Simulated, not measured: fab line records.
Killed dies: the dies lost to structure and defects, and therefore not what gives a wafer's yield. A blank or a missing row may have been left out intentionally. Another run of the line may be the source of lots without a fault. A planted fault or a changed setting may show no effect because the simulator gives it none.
Problem report, 8D (eight disciplines) form, completed by code    flow berkeleyCmos170    the parts of the form that need people (team, actions taken, sign-off) are left out

== 1. THE ISSUE ==
At UCB170_M1_METAL_ETCH_12, chamberPressureMTorr averages 18.000 mTorr over 6 wafers from 2 lots, while fault-free wafers read 12.001 mTorr, standard deviation 0.012. So: +99 or more standard deviations from the usual mean.
The step: etches Al in Cl2/BCl3, stops on PSG, target depth 780 nm, time 130 s.
Seen first at day 13 04:16 on rieMetal-02, wafer L138.2. The record has a number at this step for 18 wafers belonging to 6 lots. The rule behind "out" and "out of limits": a value lying over 4 standard deviations away from the usual mean. All remaining wafers that have a number are taken as sound.

== 2. WHAT IT IS; WHAT IT IS NOT ==
question                     is                      is not
which readings at this step  chamberPressureMTorr    drypumpMotorCurrentA, oesProductAu, throttleValvePct
which lots                   L138, L139              L119, L121, L128, L133
which wafers of those lots   all that have a number  -
read on which tools          rieMetal-02             rieMetal-01
when                         from day 13 04:16       up to then (12 sound wafers)

== 3. WHAT RULES OUT EACH SUSPECT ==
Counting: a tool at any process step up to the reading remains a suspect when it ran all the lots that are out and ran no sound lot after the first of those.
- pvdSputter-01 at UCB170_M1_SPUTTER_00 (material Al, target thk 600 nm, time 80 s): kept. It ran every lot that is out, first L138 (day 13 02:13), and no sound lot after that.
- rieDiel-04 at UCB170_M1_ETCH_11 (etches BARC in N2/H2): kept. It ran every lot that is out, first L138 (day 13 04:14), and no sound lot after that.
- rieMetal-02 at UCB170_M1_METAL_ETCH_12 (etches Al in Cl2/BCl3, stops on PSG, target depth 780 nm, time 130 s): kept. It processed each lot that is out, first L138 at day 13 04:16, and no sound lot thereafter; up to then, the last sound lot it processed was L133 at day 11 13:12. Its own readings are out on those wafers: chamberPressureMTorr.
The count leaves pvdSputter-01 at UCB170_M1_SPUTTER_00, rieDiel-04 at UCB170_M1_ETCH_11, and rieMetal-02 at UCB170_M1_METAL_ETCH_12.

== 4. THE CAUSE (what the simulator had put in) ==
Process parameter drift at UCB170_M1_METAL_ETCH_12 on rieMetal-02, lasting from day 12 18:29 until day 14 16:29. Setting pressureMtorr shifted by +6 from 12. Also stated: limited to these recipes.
Of the 3 suspects that counting leaves, this tool is one.

== 5. THE CHAIN OF EFFECTS, in route order ==
One row per reading whose mean, taken over the struck wafers that have a number, lies over 3 standard deviations from the usual. Only readings for which the record gives a usual standard deviation are gone through. hours: the time from each lot's start at the first step in this table that gives one to its start at this step, as a median over the lots. sigmas: the change in usual standard deviations.
hours  step                     reading               usual         on struck wafers  change  sigmas
0      UCB170_M1_METAL_ETCH_12  chamberPressureMTorr  12.001 mTorr  18.000            +5.999  +99 or more
Its process steps:
- UCB170_M1_METAL_ETCH_12: etches Al in Cl2/BCl3, stops on PSG, target depth 780 nm, time 130 s.

== 6. WHAT WOULD HAVE CAUGHT IT SOONER ==
In this record the first reading out of limits was taken at day 13 04:16, 10 hours after the fault began at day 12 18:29.
